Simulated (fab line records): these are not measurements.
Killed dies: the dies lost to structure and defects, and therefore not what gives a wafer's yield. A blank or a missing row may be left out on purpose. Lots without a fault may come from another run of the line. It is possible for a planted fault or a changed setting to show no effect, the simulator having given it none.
Split-lot trial    flow rit-cmos    23 wafers read across 5 lots, on a route 202 steps long

ON THE SPLIT
At RIT_NWELL_IMPLANT_08, the setting dose-cm2 was moved away from the recipe's 5e+13 on 8 of the 23 wafers read, by -2.6% to +6.3%. All remaining wafers had this setting at the recipe value.

FROM THE SPLIT TO THE READING: what the file shows between them, 7 steps
- RIT_NWELL_STRIP_09: strips in O2, time 180 s
- RIT_NWELL_TW_MEAS_10
- RIT_PWELL_COAT_01: resist thk 1300 nm (also split here: spin-rpm)
- RIT_PWELL_HARDBAKE_07: time 120 s (also split here: temp-c)
- RIT_PWELL_IMPLANT_08
- RIT_PWELL_STRIP_09: strips in O2, time 180 s
- RIT_WELLDRIVE_ANNEAL_00: time 14700 s

THE READING
NWELL_RS in ohm/sq, measured at RIT_WELLDRIVE_RS_MEAS_01 by four-point-probe. Typical for fault-free wafers on this fab line: 275.6 ohm/sq, with standard deviation 0.88 ohm/sq.

wafer   tool, chamber at the split  dose-cm2 as run  against the recipe  NWELL_RS, ohm/sq  against lot-mates on the recipe
L076.1  implanter-02, 0             5e+13            recipe              276.3             -
L076.3  implanter-02, 0             5e+13            recipe              277.2             -
L076.6  implanter-02, 0             5e+13            recipe              277.1             -
L077.1  implanter-03, 0             5e+13            recipe              275.2             -
L077.2  implanter-03, 0             5e+13            recipe              274.6             -
L077.3  implanter-03, 0             5e+13            recipe              274.5             -
L077.5  implanter-03, 0             5e+13            recipe              275.1             -
L077.6  implanter-03, 0             5e+13            recipe              274.7             -
L081.1  implanter-02, 0             5.314e+13        +6.3%               266.1             -10.6
L081.2  implanter-02, 0             5.314e+13        +6.3%               265.9             -10.8
L081.3  implanter-02, 0             5e+13            recipe              277.1             -
L081.4  implanter-02, 0             5e+13            recipe              276.6             -
L081.6  implanter-02, 0             5e+13            recipe              276.4             -
L082.2  implanter-02, 0             4.872e+13        -2.6%               278.4             +3.3
L082.3  implanter-02, 0             4.872e+13        -2.6%               279.0             +3.9
L082.4  implanter-02, 0             4.872e+13        -2.6%               279.1             +4.0
L082.5  implanter-02, 0             5e+13            recipe              274.9             -
L082.6  implanter-02, 0             5e+13            recipe              275.3             -
L085.1  implanter-01, 0             5e+13            recipe              275.5             -
L085.3  implanter-01, 0             5.234e+13        +4.7%               268.3             -7.2
L085.4  implanter-01, 0             5.234e+13        +4.7%               267.6             -7.9
L085.5  implanter-01, 0             5e+13            recipe              275.5             -
L085.6  implanter-01, 0             5.234e+13        +4.7%               267.6             -7.9

THE FIT
A straight line over all 23 wafers: NWELL_RS changes by -1.54 ohm/sq for each +1% of dose-cm2; r = -0.98; the points scatter about the line by 0.88 ohm/sq.
The same after taking each lot's own level away (the mean of its wafers on the recipe; 23 wafers): -1.64 ohm/sq for each +1%; r = -1.00; scatter 0.35 ohm/sq.
According to that fit, moving dose-cm2 by its largest amount changes the reading by 10 ohm/sq.
The span of the lots' own levels, 274.82 to 276.87 ohm/sq, comes to 2.3 times the standard deviation stated above.
So the lot-to-lot level changes the slope little: the two slopes agree.
Check: -10.3 ohm/sq against its lot-mates is what the line predicts for one of the wafers moved furthest among these (+6.3%) when that wafer is left out of the fit. It came out at -10.6 ohm/sq against them.

THE OTHER SPLITS THESE WAFERS WENT THROUGH
These wafers also went through other splits before the reading. Each is held against what the fit with the lots' levels taken away leaves over:
other split on the same wafers     wafers away from the commonest value  r with NWELL_RS (lot level and that fit taken away)
RIT_ACTIVE_OXIDATION_01 ox-time-s  15                                    -0.33
RIT_ACTIVE_ETCH_13 over-etch-frac  9                                     +0.15
RIT_FOX1_OXIDATION_00 temp-c       15                                    +0.04
RIT_PWELL_COAT_01 spin-rpm         10                                    +0.01
RIT_PWELL_HARDBAKE_07 temp-c       9                                     -0.26

THE WHOLE CHAIN: every reading that the file lists as answering this split, in the file's order
step                      what it does                  reading   change (the file's fit)            r (the file's)
RIT_NWELL_TW_MEAS_10                                    NWELL_TW  +6.71 for each +1% of the setting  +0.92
RIT_WELLDRIVE_RS_MEAS_01  measures by four-point-probe  NWELL_RS  -1.66 for each +1% of the setting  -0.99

FILE'S OWN FIT
NWELL_RS changes by -1.66 ohm/sq for each +1% of dose-cm2, r = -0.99.
